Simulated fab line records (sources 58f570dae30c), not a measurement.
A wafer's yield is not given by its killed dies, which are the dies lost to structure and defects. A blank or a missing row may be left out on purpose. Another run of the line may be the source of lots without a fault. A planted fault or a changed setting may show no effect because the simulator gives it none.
Split-lot study | flow berkeley-cmos170 | 5 lots, 23 wafers read, on a route of 331 steps

## THE SPLIT
At UCB170_M1_COAT_04 (resist thk 900 nm), the setting resist-thk-nm was moved away from the recipe's 900 nm on 7 of the 23 wafers read, by -5.2% to +2.4%. The other wafers ran this setting at the recipe's value.

## FROM THE SPLIT TO THE READING: what the file shows between them, 5 steps
- UCB170_M1_EXPOSE_06: exposes mask METAL1, target cd 700 nm (also split here: dose-mj)
- UCB170_M1_PEB_07
- UCB170_M1_DEVELOP_08: develop time 45 s
- UCB170_M1_CD_MEAS_09: target cd 700 nm
- UCB170_M1_ETCH_11: etches BARC in N2/H2

## THE READING
KrF_of_M1_COAT_04.thk-nm (the simulator's own value, which no gauge read), in nm, at UCB170_M1_METAL_ETCH_12 (etches Al in Cl2/BCl3, stops on PSG, target depth 780 nm, time 130 s). There is no usual value for it anywhere in the file. Average 439.8 nm, standard deviation 8.5 nm, over the 16 wafers here run with the recipe.

wafer  | tool, chamber at the split | resist-thk-nm as run, nm | against the recipe | KrF_of_M1_COAT_04.thk-nm, nm | against lot-mates on the recipe
L076.1 | litho-track-04, 0          | 852.8                    | -5.2%              | 396.6                        | -41.0
L076.2 | litho-track-04, 0          | 900                      | recipe             | 425.1                        | -
L076.3 | litho-track-04, 0          | 900                      | recipe             | 450.1                        | -
L076.4 | litho-track-04, 0          | 852.8                    | -5.2%              | 379.4                        | -58.2
L076.5 | litho-track-04, 0          | 852.8                    | -5.2%              | 402.4                        | -35.2
L078.1 | litho-track-02, 0          | 921.9                    | +2.4%              | 454.4                        | +16.5
L078.2 | litho-track-02, 0          | 900                      | recipe             | 443.4                        | -
L078.4 | litho-track-02, 0          | 900                      | recipe             | 429.8                        | -
L078.5 | litho-track-02, 0          | 900                      | recipe             | 440.5                        | -
L078.6 | litho-track-02, 0          | 921.9                    | +2.4%              | 455.8                        | +17.9
L080.1 | litho-track-02, 0          | 866.3                    | -3.7%              | 422.5                        | -17.3
L080.2 | litho-track-02, 0          | 866.3                    | -3.7%              | 399.5                        | -40.3
L080.4 | litho-track-02, 0          | 900                      | recipe             | 432.6                        | -
L080.5 | litho-track-02, 0          | 900                      | recipe             | 434.8                        | -
L080.6 | litho-track-02, 0          | 900                      | recipe             | 452.1                        | -
L082.1 | litho-track-04, 0          | 900                      | recipe             | 457.1                        | -
L082.4 | litho-track-04, 0          | 900                      | recipe             | 444.8                        | -
L082.6 | litho-track-04, 0          | 900                      | recipe             | 445.8                        | -
L083.1 | litho-track-01, 0          | 900                      | recipe             | 439.6                        | -
L083.2 | litho-track-01, 0          | 900                      | recipe             | 429                          | -
L083.3 | litho-track-01, 0          | 900                      | recipe             | 437.8                        | -
L083.5 | litho-track-01, 0          | 900                      | recipe             | 438.6                        | -
L083.6 | litho-track-01, 0          | 900                      | recipe             | 435.8                        | -

THE FIT
A straight line over all 23 wafers: KrF_of_M1_COAT_04.thk-nm changes by +8.31 nm for each +1% of resist-thk-nm; r = +0.90; the points scatter about the line by 9.3 nm.
The same after taking each lot's own level away (the mean of its wafers on the recipe; 23 wafers): +8.15 nm for each +1%; r = +0.92; scatter 8.1 nm.
According to that fit, moving resist-thk-nm by its largest amount changes the reading by 43 nm.
From 436.16 to 449.23 nm: that is the span of the lots' own levels, equal to 1.5 times the standard deviation above.
So the lot-to-lot level changes the slope little: the two slopes agree.
Check: -43.7 nm against its lot-mates is what the line predicts for one of the wafers moved furthest among these (-5.2%) when that wafer is left out of the fit. Against them it came out at -41 nm.

## ADDITIONAL SPLITS CARRIED BY THESE WAFERS
Before the reading, these wafers also passed through other splits. Each is held against what the fit with the lots' levels taken away leaves over:
other split on the same wafers     | wafers away from the commonest value | r with KrF_of_M1_COAT_04.thk-nm (lot level and that fit taken away)
UCB170_SILICIDE_SPUTTER_01 power-w | 9                                    | -0.32
UCB170_CONTACT_COAT_04 spin-rpm    | 5                                    | -0.06
UCB170_M1_EXPOSE_06 dose-mj        | 5                                    | +0.11

## THE WHOLE CHAIN: every reading that the file lists as answering this split, in the file's order
step                    | what it does                                                         | reading                                                                   | change (the file's fit)              | r (the file's)
UCB170_M1_COAT_04       | resist thk 900 nm                                                    | KrF_of_M1_COAT_04.thk-nm (the simulator's own value, which no gauge read) | +9 nm for each +1% of the setting    | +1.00
UCB170_M1_METAL_ETCH_12 | etches Al in Cl2/BCl3, stops on PSG, target depth 780 nm, time 130 s | KrF_of_M1_COAT_04.thk-nm (the simulator's own value, which no gauge read) | +8.11 nm for each +1% of the setting | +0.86

## THE FILE'S OWN FIT
KrF_of_M1_COAT_04.thk-nm changes by +8.11 nm for each +1% of resist-thk-nm, r = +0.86.
